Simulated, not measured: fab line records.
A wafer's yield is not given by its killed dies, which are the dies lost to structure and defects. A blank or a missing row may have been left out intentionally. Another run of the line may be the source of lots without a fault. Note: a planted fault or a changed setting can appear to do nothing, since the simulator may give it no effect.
fab line records	flow berkeleyCmos170	part 1 of 2: steps 1 to 27 of 39
[record] lots = 5	wafers = 15	lastDay = 11
route steps=331 shown CONTACT@224 M1@238 V1@254
lots with no fault: from the same line, run without faults
startH: start of the lot's first displayed wafer, in hours after the record's first day	waitH: time in hours since the lot's previous step	" identical to the entry in the row above	L1.1+2: a row that stands for several wafers	- no value, or no start given	* or withheld: withheld	< > ~ a bound
route shown NAME@n: names a module that has steps shown in the file, with the first one's number in the route	usual: mean and standard deviation over wafers with no fault	same: alike in all rows	chamber/n: place in a boat	sites: each site's reading	_std_site: standard deviation of those values	_edge_site: mean of outer sites minus mean of inner sites	radiusMm: how far each site lies from the wafer's centre	mask NAME#n: copy n	behind: the last tool/chamber to shape the wafer	hold: why the lot was held/for how many hours/how that ended	device: whichever transistor did not switch (one of n, p or np)	end of line: at the end of the route, the tests of the same wafers	for a step that has no rows: nothing shown but its recipe	killed: the dies lost at the first sort to structure and to defects; this is not the yield of the wafer	map: dies across one wafer; x = killed, . = not, _ = none there
set.NAME: the setting that was run; set.NAME@STEP: the one run at that earlier step	model.NAME: the simulator's own value behind a step, which no gauge read
certain route steps with their lots: each step a table, each wafer a row
services: a tool's chamber out of use, with start hour (startH, from the record's first day; less than 0 if before it), hours out, and reason
[[steps]]
[step UCB170_CONTACT_RTA_08]
[recipe] tempC = 900	timeS = 10	ambient = N2
[usual] lampPowerPct = 19.8/0.68	wafer_temp_C_max = 903.3/1
lot.wafer	tool	chamber	startH	waitH	lampPowerPct	wafer_temp_C_max
L080.2	rtpAnneal-01	0	172.52	0.0	20.5	904.6
L080.5	"	0	"	"	20.5	906.3
L080.6	"	0	"	"	20.6	904.2
L083.1	rtpAnneal-01	0	178.88	0.0	20.6	905.1
L083.2	"	0	"	"	20.5	904.3
L083.3	"	0	"	"	20.5	905.1
L089.1	rtpAnneal-02	0	209.97	0.0	19.2	902.3
L089.2	"	0	"	"	19.2	902.6
L089.5	"	0	"	"	19.2	902.8
L088.2	rtpAnneal-01	0	210.10	0.0	20.6	904.9
L088.4	"	0	"	"	20.6	904.3
L088.5	"	0	"	"	20.6	904.1
L097.2	rtpAnneal-02	0	242.22	0.0	19.2	903.6
L097.5	"	0	"	"	19.2	902.7
L097.6	"	0	"	"	19.2	902.3
[step UCB170_CONTACT_COAT_09]
[recipe] resist = BARC	tempC = withheld	timeS = withheld	spinRpm = 3000	resistThkNm = withheld
lot.wafer	tool	chamber	startH	waitH
L080.2+5+6	lithoTrack-01	0	172.60	0.1
L083.1+2+3	lithoTrack-02	0	179.31	0.4
L089.1+2+5	lithoTrack-01	0	210.15	0.2
L088.2+4+5	lithoTrack-02	0	210.27	0.2
L097.2+5+6	lithoTrack-01	0	242.34	0.1
[step UCB170_CONTACT_COAT_10]
[recipe] resist = KrF	spinRpm = 1500	resistThkNm = 900
lot.wafer	tool	chamber	startH	waitH
L080.2+5+6	lithoTrack-01	0	-	-
L083.1+2+3	lithoTrack-02	0	-	-
L089.1+2+5	lithoTrack-01	0	-	-
L088.2+4+5	lithoTrack-02	0	-	-
L097.2+5+6	lithoTrack-01	0	-	-
[step UCB170_CONTACT_SOFTBAKE_11]
[recipe] resist = KrF	tempC = 130	timeS = 60
lot.wafer	tool	chamber	startH	waitH
L080.2+5+6	lithoTrack-01	0	-	-
L083.1+2+3	lithoTrack-02	0	-	-
L089.1+2+5	lithoTrack-01	0	-	-
L088.2+4+5	lithoTrack-02	0	-	-
L097.2+5+6	lithoTrack-01	0	-	-
[step UCB170_CONTACT_EXPOSE_12]
[recipe] maskId = CONT	targetCdNm = 700	na = 0.5	sigmaOuter = 0.6	sourceShape = conventional	doseMj = 35.6
[usual] stageVelMmS = 500.01/0.24
[same] na = 0.5
lot.wafer	tool	chamber	startH	waitH	mask	stageVelMmS
L080.2	krfScanner-02	0	173.05	-	CONT#0	499.93
L080.5	"	0	"	"	CONT#0	499.95
L080.6	"	0	"	"	CONT#0	500.09
L083.1	krfScanner-01	0	179.96	-	CONT#0	500.23
L083.2	"	0	"	"	CONT#0	499.97
L083.3	"	0	"	"	CONT#0	500.07
L089.1	krfScanner-01	0	210.72	-	CONT#0	500.11
L089.2	"	0	"	"	CONT#0	500.02
L089.5	"	0	"	"	CONT#0	500.51
L088.2	krfScanner-01	0	210.86	-	CONT#0	500.06
L088.4	"	0	"	"	CONT#0	499.78
L088.5	"	0	"	"	CONT#0	499.93
L097.2	krfScanner-01	0	242.78	-	CONT#0	499.99
L097.5	"	0	"	"	CONT#0	500.01
L097.6	"	0	"	"	CONT#0	500.10
[step UCB170_CONTACT_PEB_13]
[recipe] pebTempC = 130	pebTimeS = withheld	resist = KrF
lot.wafer	tool	chamber	startH	waitH
L080.2+5+6	lithoTrack-02	0	173.48	0.4
L083.1+2+3	lithoTrack-02	0	180.21	0.2
L089.1+2+5	lithoTrack-01	0	211.05	0.3
L088.2+4+5	lithoTrack-03	0	211.14	0.3
L097.2+5+6	lithoTrack-03	0	242.90	0.1
[step UCB170_CONTACT_DEVELOP_14]
[recipe] developer = TMAH	developTimeS = 45	resist = KrF	devTempC = 21
lot.wafer	tool	chamber	startH	waitH
L080.2+5+6	lithoTrack-02	0	-	-
L083.1+2+3	lithoTrack-02	0	-	-
L089.1+2+5	lithoTrack-01	0	-	-
L088.2+4+5	lithoTrack-03	0	-	-
L097.2+5+6	lithoTrack-03	0	-	-
[step UCB170_CONTACT_CD_MEAS_15]
[recipe] targetCdNm = 700
[usual] cdNm = 699.9/1.4
lot.wafer	tool	chamber	startH	waitH	cdNm
L080.2	cdSem-02	-	173.75	-	701.3
L080.5	"	-	"	"	701.7
L080.6	"	-	"	"	701.2
L083.1	cdSem-01	-	180.51	-	698.9
L083.2	"	-	"	"	699.2
L083.3	"	-	"	"	699.1
L089.1	cdSem-02	-	211.32	-	698.5
L089.2	"	-	"	"	699.1
L089.5	"	-	"	"	699.7
L088.2	cdSem-01	-	211.41	-	702.8
L088.4	"	-	"	"	701.2
L088.5	"	-	"	"	701.5
L097.2	cdSem-01	-	243.17	-	699.6
L097.5	"	-	"	"	699.2
L097.6	"	-	"	"	697.5
[step UCB170_CONTACT_OVL_MEAS_16]
[usual] CONTACT_OVL = 1/5.7
lot.wafer	tool	chamber	startH	waitH	CONTACT_OVL[nm]
L080.2	overlay-02	-	173.86	0.1	4
L080.5	"	-	"	"	-6
L080.6	"	-	"	"	4
L083.1	overlay-01	-	180.63	0.1	3
L083.2	"	-	"	"	5
L083.3	"	-	"	"	5
L089.1	overlay-01	-	211.44	0.1	-1
L089.2	"	-	"	"	-8
L089.5	"	-	"	"	0
L088.2	overlay-01	-	211.51	0.1	-4
L088.4	"	-	"	"	-2
L088.5	"	-	"	"	10
L097.2	overlay-01	-	243.28	0.1	-1
L097.5	"	-	"	"	9
L097.6	"	-	"	"	6
[step UCB170_CONTACT_ETCH_17]
[recipe] chemistry = N2/H2	targetDepthA = withheld	overetchA = withheld	target = BARC	timeS = withheld	sourceW = 500	biasW = 100	pressureMtorr = 30	n2FlowSccm = 100	h2FlowSccm = 200
[usual] drypumpMotorCurrentA = 5.9/0.38	n2FlowSccm = 100.00/0.3	oesProductAu = 1.006/0.023	rfFwdPowerW = 494.9/2.1	throttleValvePct = 13.32/0.17
lot.wafer	tool	chamber	startH	waitH	drypumpMotorCurrentA	n2FlowSccm	oesProductAu	rfFwdPowerW	throttleValvePct
L080.2	rieDiel-04	3	173.89	0.0	6.0	100.24	0.976	493.4	13.11
L080.5	"	3	"	"	6.0	100.41	0.992	496.5	13.11
L080.6	"	0	"	"	5.6	99.96	1.030	493.2	12.99
L083.1	rieDiel-01	3	180.67	0.0	6.3	100.12	1.024	492.1	13.45
L083.2	"	2	"	"	5.8	99.50	1.046	498.0	12.96
L083.3	"	1	"	"	6.2	100.35	0.998	492.0	13.19
L089.1	rieDiel-01	3	211.48	0.0	6.3	99.69	1.030	496.3	13.44
L089.2	"	1	"	"	6.3	100.07	1.000	492.9	13.19
L089.5	"	1	"	"	6.2	100.16	0.993	494.1	13.17
L088.2	rieDiel-02	2	211.54	0.0	5.4	100.49	0.992	497.2	13.47
L088.4	"	1	"	"	6.4	100.01	1.025	494.5	13.48
L088.5	"	1	"	"	6.4	100.07	1.036	495.3	13.47
L097.2	rieDiel-01	3	243.31	0.0	6.3	100.57	1.032	495.5	13.45
L097.5	"	0	"	"	5.9	100.33	0.996	495.4	13.49
L097.6	"	3	"	"	6.3	100.05	1.017	493.3	13.45
[step UCB170_CONTACT_ETCH_18]
[recipe] chemistry = CHF3/CF4/Ar	target = PSG	stopOn = TiSi2	CHF3_flow_sccm = 45	cf4FlowSccm = 15	Ar_flow_sccm = 150	pressureMtorr = 200	rfW = 700	targetDepthA = 8400	overEtchFrac = 0.2	timeS = 195
[usual] drypumpMotorCurrentA = 5.9/0.38	mfcArSccm = 149.9/0.44	oesProductAu = 0.896/0.014	rfFwdPowerW = 697.5/2.2	throttleValvePct = 6.97/0.12
lot.wafer	tool	chamber	startH	waitH	drypumpMotorCurrentA	mfcArSccm	oesProductAu	rfFwdPowerW	rfHoursCounterH	throttleValvePct
L080.2	rieDiel-04	3	-	-	6.0	149.6	0.886	704.4	12	6.80
L080.5	"	3	"	"	5.9	150.1	0.878	701.8	-	6.79
L080.6	"	0	"	"	5.6	149.8	0.916	694.7	-	6.69
L083.1	rieDiel-01	3	-	-	6.3	149.6	0.911	694.4	65	7.03
L083.2	"	2	"	"	5.8	149.0	0.904	696.8	143	6.88
L083.3	"	1	"	"	6.2	149.9	0.889	695.1	20	6.85
L089.1	rieDiel-01	3	-	-	6.3	150.0	0.911	697.5	66	7.01
L089.2	"	1	"	"	6.2	149.7	0.896	697.5	22	6.85
L089.5	"	1	"	"	6.3	149.9	0.891	695.9	-	6.86
L088.2	rieDiel-02	2	-	-	5.3	150.0	0.881	699.0	39	7.12
L088.4	"	1	"	"	6.4	149.2	0.912	695.6	0	6.98
L088.5	"	1	"	"	6.4	149.2	0.915	694.9	-	6.99
L097.2	rieDiel-01	3	-	-	6.3	149.6	0.906	698.1	68	7.05
L097.5	"	0	"	"	5.9	149.4	0.893	696.8	-	7.07
L097.6	"	3	"	"	6.3	149.6	0.909	698.2	-	7.03
[step UCB170_CONTACT_STRIP_19]
[recipe] chemistry = O2	powerW = 400	pressureMtorr = 3500	platenTempC = withheld	o2FlowSccm = 400	overashFraction = 0.5
[usual] drypumpMotorCurrentA = 5.7/0.39	oesProductAu = 0.726/0.0044
lot.wafer	tool	chamber	startH	waitH	drypumpMotorCurrentA	oesProductAu	rfHoursCounterH
L080.2	plasmaAsher-02	0	174.06	-	5.7	0.726	47
L080.5	"	1	"	"	5.4	0.731	-
L080.6	"	0	"	"	5.8	0.726	-
L083.1	plasmaAsher-04	1	180.84	-	6.1	0.727	49
L083.2	"	0	"	"	5.7	0.722	49
L083.3	"	1	"	"	6.1	0.725	-
L089.1	plasmaAsher-04	1	211.65	-	6.1	0.718	52
L089.2	"	0	"	"	5.7	0.726	52
L089.5	"	1	"	"	6.1	0.732	-
L088.2	plasmaAsher-03	0	211.71	-	6.3	0.725	46
L088.4	"	0	"	"	6.3	0.725	-
L088.5	"	0	"	"	6.3	0.728	-
L097.2	plasmaAsher-04	1	243.48	-	6.1	0.721	56
L097.5	"	0	"	"	5.8	0.724	-
L097.6	"	1	"	"	6.1	0.734	-
[step UCB170_CONTACT_CD_MEAS_90]
[recipe] targetCdNm = 700
[usual] cdNm = 700.5/1.8
lot.wafer	tool	chamber	startH	waitH	cdNm
L080.2	cdSem-02	-	174.18	0.1	700.8
L080.5	"	-	"	"	701.0
L080.6	"	-	"	"	702.0
L083.1	cdSem-02	-	180.94	0.1	698.7
L083.2	"	-	"	"	699.2
L083.3	"	-	"	"	701.3
L089.1	cdSem-02	-	211.75	0.1	696.6
L089.2	"	-	"	"	701.3
L089.5	"	-	"	"	701.7
L088.2	cdSem-01	-	211.83	0.1	703.6
L088.4	"	-	"	"	702.9
L088.5	"	-	"	"	703.5
L097.2	cdSem-02	-	243.60	0.1	698.7
L097.5	"	-	"	"	701.1
L097.6	"	-	"	"	696.2
[step UCB170_CONTACT_CLEAN_20]
[recipe] chemistry = SPM	tempC = 120	timeS = 600
[usual] bathHeatDutyPct = 13.2/1.2
lot.wafer	tool	chamber	startH	waitH	bathHeatDutyPct
L080.2	wetBench-02	1	174.28	0.1	15.5
L080.5	"	1	"	"	15.5
L080.6	"	1	"	"	15.4
L083.1	wetBench-02	0	181.06	0.1	13.0
L083.2	"	0	"	"	13.6
L083.3	"	0	"	"	12.6
L089.1	wetBench-04	3	211.87	0.1	13.5
L089.2	"	3	"	"	14.2
L089.5	"	3	"	"	14.1
L088.2	wetBench-02	1	211.93	0.1	15.8
L088.4	"	1	"	"	17.8
L088.5	"	1	"	"	14.8
L097.2	wetBench-03	2	243.80	0.2	12.3
L097.5	"	2	"	"	11.7
L097.6	"	2	"	"	10.8
[step UCB170_M1_SPUTTER_00]
[recipe] material = Al	targetThkNm = 600	timeS = 82.13	powerW = 6000	chamberPressurePa = 0.5
[usual] throttleValvePct = 29.7/0.86
lot.wafer	tool	chamber	startH	waitH	throttleValvePct
L080.2	pvdSputter-03	-	174.45	0.0	29.0
L080.5	"	-	"	"	30.3
L080.6	"	-	"	"	29.6
L083.1	pvdSputter-02	-	181.23	0.0	29.9
L083.2	"	-	"	"	29.1
L083.3	"	-	"	"	28.5
L089.1	pvdSputter-03	-	212.04	0.0	29.7
L089.2	"	-	"	"	29.0
L089.5	"	-	"	"	29.6
L088.2	pvdSputter-03	-	212.12	0.0	30.3
L088.4	"	-	"	"	28.7
L088.5	"	-	"	"	29.3
L097.2	pvdSputter-02	-	243.97	0.0	30.5
L097.5	"	-	"	"	30.9
L097.6	"	-	"	"	28.5
[step UCB170_M1_RS_MEAS_01]
[recipe] thkMeasGauge = four-point-probe	reads = Al_of_M1_SPUTTER_00
[usual] M1_AL_RS = 0.0473/0.00056
lot.wafer	tool	chamber	startH	waitH	M1_AL_RS[ohm/sq]
L080.2	filmMetro-03	-	174.53	0.1	0.0481
L080.5	"	-	"	"	0.0471
L080.6	"	-	"	"	0.0470
L083.1	filmMetro-02	-	181.29	0.0	0.0467
L083.2	"	-	"	"	0.0479
L083.3	"	-	"	"	0.0473
L089.1	filmMetro-01	-	212.10	0.0	0.0461
L089.2	"	-	"	"	0.0475
L089.5	"	-	"	"	0.0459
L088.2	filmMetro-02	-	212.20	0.1	0.0474
L088.4	"	-	"	"	0.0486
L088.5	"	-	"	"	0.0465
L097.2	filmMetro-03	-	244.05	0.1	0.0481
L097.5	"	-	"	"	0.0478
L097.6	"	-	"	"	0.0475
[step UCB170_M1_THK_MEAS_02]
[recipe] thkMeasGauge = xrf	reads = Al_of_M1_SPUTTER_00
[usual] M1_AL_THK = 624/8.3
lot.wafer	tool	chamber	startH	waitH	M1_AL_THK[nm]
L080.2	filmMetro-03	-	174.64	0.1	618
L080.5	"	-	"	"	629
L080.6	"	-	"	"	633
L083.1	filmMetro-02	-	181.41	0.1	625
L083.2	"	-	"	"	612
L083.3	"	-	"	"	619
L089.1	filmMetro-01	-	212.22	0.1	638
L089.2	"	-	"	"	622
L089.5	"	-	"	"	641
L088.2	filmMetro-02	-	212.31	0.1	618
L088.4	"	-	"	"	606
L088.5	"	-	"	"	634
L097.2	filmMetro-03	-	244.16	0.1	618
L097.5	"	-	"	"	622
L097.6	"	-	"	"	627
[step UCB170_M1_COAT_03]
[recipe] resist = BARC	tempC = withheld	timeS = withheld	spinRpm = 3000	resistThkNm = withheld
lot.wafer	tool	chamber	startH	waitH
L080.2+5+6	lithoTrack-01	0	174.72	0.1
L083.1+2+3	lithoTrack-04	0	181.89	0.5
L089.1+2+5	lithoTrack-02	0	212.32	0.1
L088.2+4+5	lithoTrack-01	0	212.70	0.4
L097.2+5+6	lithoTrack-02	0	244.55	0.4
[step UCB170_M1_COAT_04]
[recipe] resist = KrF	spinRpm = 1500	resistThkNm = 900
lot.wafer	tool	chamber	startH	waitH
L080.2+5+6	lithoTrack-01	0	-	-
L083.1+2+3	lithoTrack-04	0	-	-
L089.1+2+5	lithoTrack-02	0	-	-
L088.2+4+5	lithoTrack-01	0	-	-
L097.2+5+6	lithoTrack-02	0	-	-
[step UCB170_M1_SOFTBAKE_05]
[recipe] resist = KrF	tempC = 130	timeS = 60
lot.wafer	tool	chamber	startH	waitH
L080.2+5+6	lithoTrack-01	0	-	-
L083.1+2+3	lithoTrack-04	0	-	-
L089.1+2+5	lithoTrack-02	0	-	-
L088.2+4+5	lithoTrack-01	0	-	-
L097.2+5+6	lithoTrack-02	0	-	-
[step UCB170_M1_EXPOSE_06]
[recipe] maskId = METAL1	targetCdNm = 700	na = 0.5	sigmaOuter = 0.6	sourceShape = conventional	doseMj = 21
[usual] stageVelMmS = 500.00/0.23
[same] na = 0.5
lot.wafer	tool	chamber	startH	waitH	mask	stageVelMmS
L080.2	krfScanner-01	0	175.29	-	METAL1#0	500.28
L080.5	"	0	"	"	METAL1#0	500.21
L080.6	"	0	"	"	METAL1#0	500.19
L083.1	krfScanner-02	0	182.34	-	METAL1#0	500.09
L083.2	"	0	"	"	METAL1#0	500.00
L083.3	"	0	"	"	METAL1#0	499.87
L089.1	krfScanner-01	0	212.90	-	METAL1#0	500.16
L089.2	"	0	"	"	METAL1#0	499.84
L089.5	"	0	"	"	METAL1#0	499.83
L088.2	krfScanner-01	0	213.14	-	METAL1#0	500.05
L088.4	"	0	"	"	METAL1#0	499.81
L088.5	"	0	"	"	METAL1#0	499.90
L097.2	krfScanner-01	0	245.26	-	METAL1#0	499.80
L097.5	"	0	"	"	METAL1#0	499.82
L097.6	"	0	"	"	METAL1#0	499.96
[step UCB170_M1_PEB_07]
[recipe] pebTempC = 130	pebTimeS = withheld	resist = KrF
lot.wafer	tool	chamber	startH	waitH
L080.2+5+6	lithoTrack-02	0	175.87	0.6
L083.1+2+3	lithoTrack-01	0	182.63	0.3
L089.1+2+5	lithoTrack-02	0	213.22	0.3
L088.2+4+5	lithoTrack-02	0	213.52	0.4
L097.2+5+6	lithoTrack-04	0	245.84	0.6
[step UCB170_M1_DEVELOP_08]
[recipe] developer = TMAH	developTimeS = 45	resist = KrF	devTempC = 21
lot.wafer	tool	chamber	startH	waitH
L080.2+5+6	lithoTrack-02	0	-	-
L083.1+2+3	lithoTrack-01	0	-	-
L089.1+2+5	lithoTrack-02	0	-	-
L088.2+4+5	lithoTrack-02	0	-	-
L097.2+5+6	lithoTrack-04	0	-	-
[step UCB170_M1_CD_MEAS_09]
[recipe] targetCdNm = 700
[usual] cdNm = 699.9/1.6
lot.wafer	tool	chamber	startH	waitH	cdNm
L080.2	cdSem-02	-	176.14	-	703.3
L080.5	"	-	"	"	701.9
L080.6	"	-	"	"	700.8
L083.1	cdSem-01	-	182.91	-	699.3
L083.2	"	-	"	"	699.2
L083.3	"	-	"	"	699.4
L089.1	cdSem-02	-	213.50	-	700.8
L089.2	"	-	"	"	699.4
L089.5	"	-	"	"	701.7
L088.2	cdSem-01	-	213.79	-	699.3
L088.4	"	-	"	"	697.7
L088.5	"	-	"	"	698.6
L097.2	cdSem-01	-	246.18	-	701.6
L097.5	"	-	"	"	701.1
L097.6	"	-	"	"	700.9
[step UCB170_M1_OVL_MEAS_10]
[usual] M1_OVL = -3/5.3
lot.wafer	tool	chamber	startH	waitH	M1_OVL[nm]
L080.2	overlay-01	-	176.25	0.1	-7
L080.5	"	-	"	"	-4
L080.6	"	-	"	"	-7
L083.1	overlay-02	-	183.03	0.1	0
L083.2	"	-	"	"	1
L083.3	"	-	"	"	-6
L089.1	overlay-01	-	213.62	0.1	-1
L089.2	"	-	"	"	4
L089.5	"	-	"	"	-7
L088.2	overlay-02	-	213.90	0.1	-4
L088.4	"	-	"	"	-9
L088.5	"	-	"	"	4
L097.2	overlay-01	-	246.29	0.1	-6
L097.5	"	-	"	"	-5
L097.6	"	-	"	"	-9
[step UCB170_M1_ETCH_11]
[recipe] chemistry = N2/H2	targetDepthA = withheld	overetchA = withheld	target = BARC	timeS = withheld	sourceW = 500	biasW = 100	pressureMtorr = 30	n2FlowSccm = 100	h2FlowSccm = 200
[usual] drypumpMotorCurrentA = 5.9/0.42	n2FlowSccm = 100.0/0.32	oesProductAu = 1.006/0.021	rfFwdPowerW = 495.2/2	throttleValvePct = 13.34/0.17
lot.wafer	tool	chamber	startH	waitH	drypumpMotorCurrentA	n2FlowSccm	oesProductAu	rfFwdPowerW	throttleValvePct
L080.2	rieDiel-03	0	176.28	0.0	5.0	99.9	1.017	498.6	13.36
L080.5	"	1	"	"	5.3	99.7	1.038	495.6	13.00
L080.6	"	2	"	"	6.2	99.9	0.994	495.2	13.56
L083.1	rieDiel-02	0	183.06	0.0	5.6	100.1	0.997	495.6	13.41
L083.2	"	2	"	"	5.3	100.1	0.982	494.3	13.44
L083.3	"	3	"	"	6.1	100.2	0.977	494.4	13.29
L089.1	rieDiel-01	1	213.65	0.0	6.2	100.2	1.008	494.3	13.19
L089.2	"	3	"	"	6.3	100.0	1.013	491.1	13.45
L089.5	"	0	"	"	5.8	100.1	1.002	495.5	13.48
L088.2	rieDiel-02	0	213.93	0.0	5.6	100.5	1.000	493.2	13.41
L088.4	"	3	"	"	6.1	99.8	0.994	498.1	13.29
L088.5	"	2	"	"	5.3	100.4	0.990	495.6	13.46
L097.2	rieDiel-01	0	246.32	0.0	5.8	99.5	1.005	499.0	13.47
L097.5	"	1	"	"	6.2	99.7	1.008	489.6	13.17
L097.6	"	0	"	"	5.8	100.2	0.997	497.9	13.48
[step UCB170_M1_METAL_ETCH_12]
[recipe] chemistry = Cl2/BCl3	target = Al	stopOn = PSG	pressureMtorr = 12	targetDepthA = 7800	overEtchFrac = 0.3	timeS = 130	icpW = 600	biasW = 120	Cl2_flow_sccm = 90	bcl3FlowSccm = 45
[usual] drypumpMotorCurrentA = 5.6/0.67	oesProductAu = 0.859/0.012	rfFwdPowerW = 597.2/2	throttleValvePct = 24.46/0.14
lot.wafer	tool	chamber	startH	waitH	drypumpMotorCurrentA	oesProductAu	rfFwdPowerW	rfHoursCounterH	throttleValvePct
L080.2	rieMetal-04	1	176.32	-	6.4	0.845	598.9	8	24.57
L080.5	"	0	"	"	5.8	0.842	595.5	-	24.37
L080.6	"	1	"	"	6.4	0.854	597.9	-	24.55
L083.1	rieMetal-01	0	183.10	-	5.8	0.882	596.0	0	24.64
L083.2	"	1	"	"	4.9	0.847	597.1	5	24.50
L083.3	"	1	"	"	4.9	0.855	595.8	-	24.49
L089.1	rieMetal-01	1	213.70	-	4.9	0.876	595.7	5	24.48
L089.2	"	0	"	"	5.8	0.874	598.8	1	24.66
L089.5	"	1	"	"	4.9	0.876	598.0	-	24.50
L088.2	rieMetal-04	1	213.97	-	6.4	0.848	597.2	9	24.53
L088.4	"	0	"	"	5.8	0.834	598.2	-	24.37
L088.5	"	0	"	"	5.8	0.849	598.2	-	24.36
L097.2	rieMetal-01	1	246.36	-	4.9	0.853	597.0	6	24.49
L097.5	"	0	"	"	5.8	0.872	600.3	-	24.64
L097.6	"	1	"	"	4.9	0.860	596.1	-	24.49
